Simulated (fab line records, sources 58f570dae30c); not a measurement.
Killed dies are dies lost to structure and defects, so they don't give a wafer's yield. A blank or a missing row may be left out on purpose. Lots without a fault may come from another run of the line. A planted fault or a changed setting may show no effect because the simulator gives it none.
One fault seen from 2 desks | flow berkeley_cmos170 | each desk has only its own numbers; what lay behind them comes last

THE TOOL OWNER'S DESK: lpcvd-02
The tool's own readings at UCB170_NWELL_CVD_04 (deposits Si3N4 from SiH2Cl2/NH3, target thk 224 nm, time 3360 s): means of the sampled wafers that have a number, for each lot that ran on this tool. A lot is out of limits, marked OUT, if its mean lies more than 4 standard deviations from the usual mean; the brackets give that distance.
Columns: A = nh3_flow_sccm at UCB170_NWELL_CVD_04, usual 74.94 sccm; B = pressure_mtorr at UCB170_NWELL_CVD_04, usual 200.0 mTorr; C = spike_tc_load_C at UCB170_NWELL_CVD_04, usual 823.0 C
lot  | first seen here | A     | B     | C
L855 | day 2 09:24     | 75.33 | 200.5 | 822.0
L856 | day 2 15:56     | 74.82 | 199.8 | 822.9
L858 | day 3 02:28     | 74.77 | 200.1 | 823.3
L863 | day 4 03:13     | 75.25 | 200.2 | 823.4
L865 | day 4 12:32     | 74.92 | 199.6 | 822.6
This desk's finding: nothing out of limits on any of the 5 lots.

THE METROLOGY DESK
What the gauges read, lot by lot, whatever tool the lot ran on: means of the sampled wafers that have a number. A lot is out of limits, marked OUT, if its mean lies more than 4 standard deviations from the usual mean; the brackets give that distance.
Columns: A = NWELL_NITRIDE_THK at UCB170_NWELL_THK_MEAS_05, usual 225.4 nm; B = ACTIVE_OVL at UCB170_ACTIVE_OVL_MEAS_14, usual 1 nm; C = NLDD_OVL at UCB170_NLDD_OVL_MEAS_07, usual -2 nm
lot  | first seen here | A               | B  | C
L855 | day 2 11:20     | 223.4           | 4  | 4
L856 | day 2 17:53     | 220.2           | 4  | -2
L857 | day 3 01:14     | 224.7           | 2  | 3
L858 | day 3 04:24     | 222.0           | -7 | -2
L863 | day 4 05:11     | 300.2 (+30) OUT | -7 | 8
L864 | day 4 10:06     | 228.1           | 2  | -7
L865 | day 4 14:29     | 306.4 (+32) OUT | 6  | 7
L868 | day 5 07:05     | 224.6           | 12 | -3
L869 | day 5 07:05     | 227.9           | 5  | -2
L870 | day 5 14:24     | 223.5           | -3 | -2
L875 | day 6 16:08     | 228.0           | -4 | -3
L876 | day 6 16:10     | 229.0           | 8  | 0
L877 | day 7 06:46     | 226.2           | -9 | -1
L878 | day 7 06:46     | 228.5           | -6 | -4
This desk's finding: out of limits on L863, L865; first on L863, day 4 05:11 (NWELL_NITRIDE_THK at UCB170_NWELL_THK_MEAS_05). In limits: L855, L856, L857, L858, L864, L868, L869, L870, L875, L876, L877, L878.

PUT TOGETHER
The metrology desk could have raised an alarm at day 4 05:11, on L863, L865.
The tool owner's desk saw nothing out of limits.
The tool owner's desk has L863, L865 on record, within its limits.
Of the lots named, all ran UCB170_NWELL_CVD_04 on lpcvd-02.

WHAT THE SIMULATOR HAD PUT IN
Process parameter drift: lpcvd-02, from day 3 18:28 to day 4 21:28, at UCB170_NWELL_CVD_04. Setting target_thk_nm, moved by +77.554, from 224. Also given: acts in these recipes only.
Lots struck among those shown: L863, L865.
Hours from the fault's start to each desk's first reading out of limits: the metrology desk, 11.
